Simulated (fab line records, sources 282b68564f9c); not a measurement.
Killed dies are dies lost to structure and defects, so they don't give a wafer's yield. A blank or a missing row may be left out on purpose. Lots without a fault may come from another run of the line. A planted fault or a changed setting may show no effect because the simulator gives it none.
Tool commonality check | flow rit_cmos | 13 lots, 39 wafers sampled

WHY IT WAS OPENED
At RIT_GATE_CD_MEAS_16 the reading cd_nm is flagged on 1 of 13 lots. Wafers without a fault read 148 nm, standard deviation 3.
Rule: a lot is flagged when every wafer of it that has a number lies more than 4 standard deviations from that mean, or none has a number. The other lots count as sound.

lot  | measured    | on        | cd_nm (nm), wafer by wafer | flag
L583 | day 3 09:34 | cd_sem-02 | 147 146 148                |
L582 | day 3 09:49 | cd_sem-01 | 149 145 147                |
L584 | day 3 16:34 | cd_sem-02 | 145 147 146                |
L589 | day 4 08:31 | cd_sem-02 | 198 196 196                | FLAGGED
L588 | day 4 10:07 | cd_sem-02 | 149 152 151                |
L595 | day 5 11:43 | cd_sem-01 | 144 144 144                |
L597 | day 5 22:32 | cd_sem-01 | 145 149 147                |
L598 | day 6 01:31 | cd_sem-01 | 149 146 149                |
L599 | day 6 08:01 | cd_sem-01 | 145 145 144                |
L600 | day 6 12:30 | cd_sem-01 | 152 152 153                |
L601 | day 6 19:09 | cd_sem-01 | 148 146 146                |
L603 | day 7 07:10 | cd_sem-01 | 156 153 154                |
L604 | day 7 12:01 | cd_sem-01 | 147 150 150                |
The numbers of the flagged lots are 197 nm on average: +49 nm against the usual, or +16 standard deviations.

WHICH TOOL RAN EACH LOT
The record holds 1 process step before the reading, out of a route of 202 steps. In each cell: the tool, then ch and the chambers that the sampled wafers went through, then the start.
lot  | flag    | RIT_GATE_EXPOSE_13
L583 |         | iline_stepper-01 ch 0, day 3 09:10
L582 |         | iline_stepper-02 ch 0, day 3 09:25
L584 |         | iline_stepper-01 ch 0, day 3 15:57
L589 | FLAGGED | iline_stepper-01 ch 0, day 4 07:54
L588 |         | iline_stepper-01 ch 0, day 4 09:43
L595 |         | iline_stepper-02 ch 0, day 5 11:14
L597 |         | iline_stepper-01 ch 0, day 5 22:08
L598 |         | iline_stepper-02 ch 0, day 6 01:07
L599 |         | iline_stepper-02 ch 0, day 6 07:37
L600 |         | iline_stepper-01 ch 0, day 6 12:06
L601 |         | iline_stepper-02 ch 0, day 6 18:45
L603 |         | iline_stepper-02 ch 0, day 7 06:43
L604 |         | iline_stepper-01 ch 0, day 7 11:37
What these steps do:
- RIT_GATE_EXPOSE_13: exposes mask M6, target cd 150 nm.
- RIT_GATE_CD_MEAS_16: target cd 150 nm.

FLAGGED OVER TOTAL, TOOL BY TOOL (the gauges that took the reading come last)
step                | tool             | lots run | flagged | share of the flagged lots | sound lots run after its first flagged lot
RIT_GATE_EXPOSE_13  | iline_stepper-01 | 7        | 1       | all                       | 4 (L588,L597,L600,L604)
RIT_GATE_EXPOSE_13  | iline_stepper-02 | 6        | 0       | none                      | -
RIT_GATE_CD_MEAS_16 | cd_sem-01        | 9        | 0       | none                      | -
RIT_GATE_CD_MEAS_16 | cd_sem-02        | 4        | 1       | all                       | 1 (L588)

WHAT THE TABLE ALLOWS
2 rows of the table ran every flagged lot: iline_stepper-01 at RIT_GATE_EXPOSE_13, cd_sem-02 at RIT_GATE_CD_MEAS_16.
- iline_stepper-01 at RIT_GATE_EXPOSE_13: 1 of its 7 lots flagged. Sound lots ran on it after the first flagged one (L588, L597, L600, L604), which a lasting fault on the whole tool wouldn't allow.
- cd_sem-02 at RIT_GATE_CD_MEAS_16: 1 of its 4 lots flagged. Sound lots ran on it after the first flagged one (L588), which a lasting fault on the whole tool wouldn't allow.
No row of the table ran every flagged lot and no sound lot after the first.

WHAT THE SIMULATOR HAD PUT IN
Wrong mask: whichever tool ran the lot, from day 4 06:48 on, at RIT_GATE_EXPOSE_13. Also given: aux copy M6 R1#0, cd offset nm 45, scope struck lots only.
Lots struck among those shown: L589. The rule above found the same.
